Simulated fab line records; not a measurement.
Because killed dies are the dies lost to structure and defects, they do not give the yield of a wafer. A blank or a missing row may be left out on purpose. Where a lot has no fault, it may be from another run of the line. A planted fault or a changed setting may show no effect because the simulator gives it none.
Struck lot and sound lot, side by side / flow rit_cmos / 17 out of 202 route steps
Sound: wafers L445.1, L445.4, L445.5. Wafers struck: L456.1, L456.2, L456.6. The cause is named last.
Per side, at each step with rows, come the tool, then ch with its chambers, and then its first start. Under that, the readings that differ: sound wafers / struck wafers / difference of the means / sigmas: that difference in standard deviations of wafers without a fault.
alike: readings whose means differ by less than 2 such deviations, and words and numbers that are the same on both sides. not compared: withheld readings, readings that some wafer has no value for, bounds like >300 that may hide the same value, and numbers for which the record gives no deviation and whose values overlap.
Wherever a step has rows on one side only, a row that says differs or no value, or a row with sigmas, the two part there. Non-overlapping numbers with no deviation appear without sigmas and do not part them. Lack of a reading on every wafer of one side parts them only where that side has two or more wafers.

first, 4 steps without rows for these wafers: RIT_NLDD_SOFTBAKE_02 (time 60 s); RIT_NLDD_EXPOSE_03 (exposes mask M7, target cd 40700 nm); RIT_NLDD_PEB_04; RIT_NLDD_DEVELOP_05 (develop time 50 s).
RIT_NLDD_OVL_MEAS_06:
  sound: overlay-02 at day 3 12:39; struck: overlay-02 at day 5 11:23
  alike: NLDD_OVL
then, 2 steps without rows for these wafers: RIT_NLDD_HARDBAKE_07 (time 60 s); RIT_NLDD_IMPLANT_08.
RIT_NLDD_STRIP_09: strips in O2, time 180 s.
  sound on plasma_asher-01 ch 0,1, day 3 12:59; struck on plasma_asher-04 ch 0,1, day 5 11:43
  alike: drypump_motor_current_A, rf_refl_power_W
  not compared: rf_hours_counter_h
RIT_NLDD_TW_MEAS_10:
  sound: film_metro-04 at day 3 13:10; struck: film_metro-02 at day 5 11:54
reading=NLDD_TW; sound=2454 2470 2464; struck=2520 2512 2523; difference=+56; sigmas=+2
then, 3 steps without rows for these wafers: RIT_PLDD_HMDS_00 (prime time 60 s); RIT_PLDD_COAT_01 (resist thk 1000 nm); RIT_PLDD_SOFTBAKE_02 (time 58.53 s).
RIT_PLDD_EXPOSE_03: exposes mask M8, target cd 40900 nm.
  sound on iline_stepper-02 ch 0, day 3 13:40; struck on iline_stepper-02 ch 0, day 5 12:25
reading=model.PLDD.overlay_x_nm (nm); sound=2.119 2.119 2.119; struck=131.8 131.8 131.8; difference=+129.7; sigmas=
  alike: mask
then, 2 steps without rows for these wafers: RIT_PLDD_PEB_04; RIT_PLDD_DEVELOP_05 (develop time 50 s).
RIT_PLDD_OVL_MEAS_06:
  sound: overlay-01 at day 3 14:04; struck: overlay-01 at day 5 13:01
reading=PLDD_OVL (nm); sound=2.0 2.8 2.0; struck=130.4 130.6 130.9; difference=+128.4; sigmas=+71
  not compared: hold
RIT_M1_PROBE_99:
  rows exist in the record for the sound wafers here (prober-02, day 4 05:49), none for the struck ones

WHERE THEY PART
At RIT_NLDD_TW_MEAS_10 first; at RIT_M1_PROBE_99 last (within this record only).

WHY: whatever the simulator had introduced
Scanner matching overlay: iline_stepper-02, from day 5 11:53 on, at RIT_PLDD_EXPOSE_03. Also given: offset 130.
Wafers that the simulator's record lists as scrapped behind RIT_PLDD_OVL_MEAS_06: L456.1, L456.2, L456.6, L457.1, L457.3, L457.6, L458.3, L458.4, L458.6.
